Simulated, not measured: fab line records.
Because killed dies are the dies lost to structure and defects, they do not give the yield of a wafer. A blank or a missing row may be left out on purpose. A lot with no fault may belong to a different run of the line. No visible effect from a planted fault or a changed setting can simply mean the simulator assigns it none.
Split-lot experiment    flow rit_cmos    23 wafers read across 5 lots, on a route 202 steps long

== ABOUT THE SPLIT ==
At RIT_NLDD_IMPLANT_08, the setting energy_kev was moved away from the recipe's 20 on 6 of the 23 wafers read, by -3.1% to +3.6%. This setting was run at the recipe's value on the other wafers.

The reading comes from the split's own step.

== THE READING ==
implant.drp_nm (the simulator's own value, which no gauge read), in nm, at RIT_NLDD_IMPLANT_08. The file does not state a usual value for it.

wafer   tool, chamber at the split  energy_kev as run  against the recipe  implant.drp_nm, nm  against lot-mates on the recipe
L074.1  implanter-03, 0             19.37              -3.1%               12.72               -0.25
L074.4  implanter-03, 0             19.37              -3.1%               12.72               -0.25
L074.2  implanter-03, 0             20                 recipe              12.97               -
L074.3  implanter-03, 0             20                 recipe              12.97               -
L074.5  implanter-03, 0             20                 recipe              12.97               -
L075.1  implanter-02, 0             20.73              +3.6%               13.25               +0.28
L075.6  implanter-02, 0             20.73              +3.6%               13.25               +0.28
L075.2  implanter-02, 0             20                 recipe              12.97               -
L075.3  implanter-02, 0             20                 recipe              12.97               -
L075.4  implanter-02, 0             20                 recipe              12.97               -
L078.1  implanter-02, 0             20                 recipe              12.97               -
L078.2  implanter-02, 0             20                 recipe              12.97               -
L078.4  implanter-02, 0             20                 recipe              12.97               -
L078.5  implanter-02, 0             20                 recipe              12.97               -
L078.6  implanter-02, 0             20                 recipe              12.97               -
L080.1  implanter-01, 0             20                 recipe              12.97               -
L080.3  implanter-01, 0             20                 recipe              12.97               -
L080.6  implanter-01, 0             20                 recipe              12.97               -
L080.2  implanter-01, 0             19.5               -2.5%               12.77               -0.20
L080.5  implanter-01, 0             19.5               -2.5%               12.77               -0.20
L083.3  implanter-02, 0             20                 recipe              12.97               -
L083.4  implanter-02, 0             20                 recipe              12.97               -
L083.6  implanter-02, 0             20                 recipe              12.97               -

FIT RESULTS
A straight line over all 23 wafers: implant.drp_nm changes by +0.0782 nm for each +1% of energy_kev; r = +1.00; the points scatter about the line by 0.0021 nm.
The same after taking each lot's own level away (the mean of its wafers on the recipe; 23 wafers): +0.0782 nm for each +1%; r = +1.00; scatter 0.0021 nm.
On that fit, the largest move of energy_kev shifts the reading by 0.29 nm.
The lots' own levels span 12.970 to 12.970 nm.
So the lot-to-lot level changes the slope little: the two slopes agree.
Check: for one of the wafers moved furthest among these (+3.6%), held out of the fit, the line's prediction against its lot-mates is +0.286 nm. It came out at +0.28 nm against them.

== THESE WAFERS: OTHER SPLITS ==
Before the reading, these wafers also passed through other splits. Each is held against what the fit with the lots' levels taken away leaves over:
other split on the same wafers    wafers away from the commonest value  r with implant.drp_nm (lot level and that fit taken away)
RIT_ACTIVE_CVD_03 nh3_flow_sccm   15                                    -0.03
RIT_ACTIVE_CLEAN_16 time_s        18                                    +0.04
RIT_FOX2_OXIDATION_00 ox_time_s   15                                    +0.04
RIT_NWELL_IMPLANT_08 dose_cm2     8                                     -0.44
RIT_PWELL_STRIP_09 o2_flow_sccm   5                                     +0.37
RIT_NRETRO_COAT_01 resist_thk_nm  9                                     +0.00
RIT_GATE_WET_ETCH_00 time_s       18                                    +0.22
RIT_GATE_CVD_08 sih4_flow_sccm    15                                    +0.27
RIT_GATE_DEVELOP_15 dev_temp_c    6                                     -0.31
RIT_GATE_ETCH_19 time_s           2                                     -0.24

== FILE'S OWN FIT ==
implant.drp_nm changes by +0.0782 nm for each +1% of energy_kev, r = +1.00.
